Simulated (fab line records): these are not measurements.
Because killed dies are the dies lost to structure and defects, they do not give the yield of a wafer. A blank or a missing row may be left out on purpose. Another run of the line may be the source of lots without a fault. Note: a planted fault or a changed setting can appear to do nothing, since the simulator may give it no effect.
Code-filled problem report in 8D (eight disciplines) form    flow berkeley cmos170    the parts of the form that need people (team, actions taken, sign-off) are left out

1. THE ISSUE
tube center temp C at UCB170_WELLDRIVE_ANNEAL_03 reads a mean of 1040 C on 6 wafers of 2 lots; wafers without a fault read 1100 C with a standard deviation of 0.1. So: -99 or more standard deviations from the usual mean.
The step: time 900 s.
The first sign was on wafer L103.1 at day 4 15:29, on furnace-01. Wafers with a number at this step in the record: 42, from 14 lots. Rule for "out" (also "out of limits"): further than 4 standard deviations from the usual mean. The rest of the wafers with a number are treated as sound.

2. WHAT IT IS; WHAT IT IS NOT
question                     is                                                                                                 is not
which readings at this step  tube center temp C, spike tc centre C, spike tc load C, spike tc source C, tube_center_temp_C_max  -
which lots                   L103, L104                                                                                         L100, L101, L102, L105, L114, L115, L117, L118, L119, L120, L121, L999
which wafers of those lots   all that have a number                                                                             -
read on which tools          furnace-01                                                                                         furnace-02, furnace-04
when                         from day 4 15:29                                                                                   up to then (12 sound wafers); but 24 sound wafers of L105, L114, L115, L117, L118, L119, L120, L121 came after

3. THE SUSPECTS, EACH WITH WHAT RULES IT OUT
Counting: a tool at any process step up to the reading remains a suspect when it ran all the lots that are out and ran no sound lot after the first of those.
- furnace-01 at UCB170_WELLDRIVE_ANNEAL_03 (time 900 s): ruled out as a lasting fault. Sound lots L121 ran on it after its first lot that is out, L103 (day 4 15:29).
Left after counting: nothing in the record.

4. THE CAUSE (what the simulator had put in)
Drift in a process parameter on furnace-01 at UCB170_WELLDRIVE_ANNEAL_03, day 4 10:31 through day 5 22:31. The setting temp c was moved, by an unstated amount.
Counting ruled it out, wrongly.

5. SEQUENCE OF EFFECTS, ordered by route
Each row: a reading whose mean over the struck wafers that have a number lies more than 3 standard deviations from the usual. Only readings for which the record gives a usual standard deviation are gone through. hours: the time from each lot's start at the first step in this table that gives one to its start at this step, as a median over the lots. sigmas: the change in usual standard deviations.
hours  step                        reading                 usual     on struck wafers  change  sigmas
0      UCB170_WELLDRIVE_ANNEAL_03  spike tc centre C       1101.9 C  1041.9            -60.0   -50
0      UCB170_WELLDRIVE_ANNEAL_03  spike tc load C         1127.9 C  1065.1            -62.8   -39
0      UCB170_WELLDRIVE_ANNEAL_03  spike tc source C       1130.4 C  1069.3            -61.1   -41
0      UCB170_WELLDRIVE_ANNEAL_03  tube center temp C      1100 C    1040              -60     -99 or more
0      UCB170_WELLDRIVE_ANNEAL_03  tube_center_temp_C_max  1102.9    1042.9            -60.0   -99 or more
The process steps in it:
- UCB170_WELLDRIVE_ANNEAL_03: time 900 s.

6. HOW IT WOULD HAVE BEEN CAUGHT EARLIER
First out-of-limits reading in this record: day 4 15:29, which is 5 hours after fault onset at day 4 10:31.
